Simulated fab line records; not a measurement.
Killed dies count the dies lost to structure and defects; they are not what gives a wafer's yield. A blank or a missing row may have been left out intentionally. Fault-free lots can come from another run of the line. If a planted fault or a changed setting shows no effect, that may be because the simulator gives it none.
Which of the tools did it?    flow rit cmos    14 lots, 42 wafers sampled, at 2 steps of a route of 202

WHAT THE GAUGES READ, wafer by wafer
Not one reading of a measure or inspect step in the record can be checked against a usual standard deviation.

EACH LOT AND THE TOOL THAT RAN IT (in order: tool; ch and the chambers of the sampled wafers; start)
lot   RIT_PRETRO_SOFTBAKE_02            RIT_M1_PROBE_99
L571  litho track-02 ch 0, day 2 11:16  -
L572  litho track-02 ch 0, day 2 17:20  -
L574  litho track-03 ch 0, day 3 03:57  -
L575  litho track-01 ch 0, day 3 08:22  -
L576  litho track-02 ch 0, day 3 11:55  -
L577  litho track-02 ch 0, day 3 18:11  -
L578  litho track-01 ch 0, day 3 22:18  -
L580  litho track-01 ch 0, day 4 08:29  -
L581  litho track-03 ch 0, day 4 13:05  -
L582  litho track-03 ch 0, day 4 18:08  prober-02, day 5 20:50
L583  litho track-03 ch 0, day 4 23:07  -
L584  litho track-03 ch 0, day 5 04:11  -
L585  litho track-01 ch 0, day 5 09:25  -
L587  litho track-02 ch 0, day 5 19:32  -
- RIT_PRETRO_SOFTBAKE_02: time 60 s.
- RIT_M1_PROBE_99

WHAT THE TOOLS THEMSELVES READ (means of the sampled wafers that have a number; where no wafer has one, the mark that the record gives instead)
RIT_PRETRO_SOFTBAKE_02. Usual: heater power total W 34.56 W, standard deviation 0.048; plate temp C 89.99 C, standard deviation 0.12.
lot   tool            heater power total W (W)  plate temp C (C)  flag
L571  litho track-02  34.55                     90.05             
L572  litho track-02  34.63                     90.00             
L574  litho track-03  34.59                     90.02             
L575  litho track-01  34.60                     90.03             
L576  litho track-02  34.55                     90.07             
L577  litho track-02  34.56                     89.98             
L578  litho track-01  34.55                     90.00             
L580  litho track-01  34.62                     89.79             
L581  litho track-03  34.60                     89.95             
L582  litho track-03  34.56                     89.80             
L583  litho track-03  35.56                     91.95             OFF
L584  litho track-03  35.58                     92.00             OFF
L585  litho track-01  34.54                     90.09             
L587  litho track-02  34.55                     89.84             

RIT_M1_PROBE_99. Usual: killed at contacts 0.1, standard deviation 0.24; killed at front end 7, standard deviation 3; killed dies 7, standard deviation 3; killed open 3.2, standard deviation 1.8; killed short 3.5, standard deviation 2.1.
lot   tool       killed at contacts  killed at front end  killed dies  killed open  killed short  flag
L582  prober-02  0.3                 12                   12           5.7          6.7           

THE ANSWER, worked out from the rows above alone
Rule: a lot is off if the mean of its wafers that have a number lies more than 3 standard deviations from the usual mean. Also off: a lot with no number at a reading for which 4 or more lots have one. Any other lot the step has rows for is counted as sound. The gauges are gone through in route order, then the tools' own readings, and for those a lot's mean is taken as printed above. The first step at which some lot is off is used, and at that step the reading that is off furthest; a lot without a number counts as furthest.
Off: L583, L584 (RIT_PRETRO_SOFTBAKE_02, heater power total W).
If a tool, at that step or one of the process steps before it, ran each lot that is off and ran no sound lot following the first of them, it fits. One fits: RIT_PRETRO_SOFTBAKE_02 on litho track-03. A fault onset in the window from L582 (day 4 18:08, its last sound lot) to L583 (day 4 23:07, its first lot off) fits.
The tool's own readings at RIT_PRETRO_SOFTBAKE_02 bear it out: on the lots that are off they differ by more than 5 times the standard deviation of the sound lots' means. heater power total W reads 35.57 W there against 34.58 W on the sound lots; plate temp C reads 91.97 C there against 89.97 C on the sound lots.

WHAT THE SIMULATOR HAD PUT IN
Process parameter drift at RIT_PRETRO_SOFTBAKE_02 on litho track-03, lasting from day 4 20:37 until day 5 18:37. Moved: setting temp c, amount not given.
Struck lots among those shown: L583, L584. This agrees with what the rule above found.
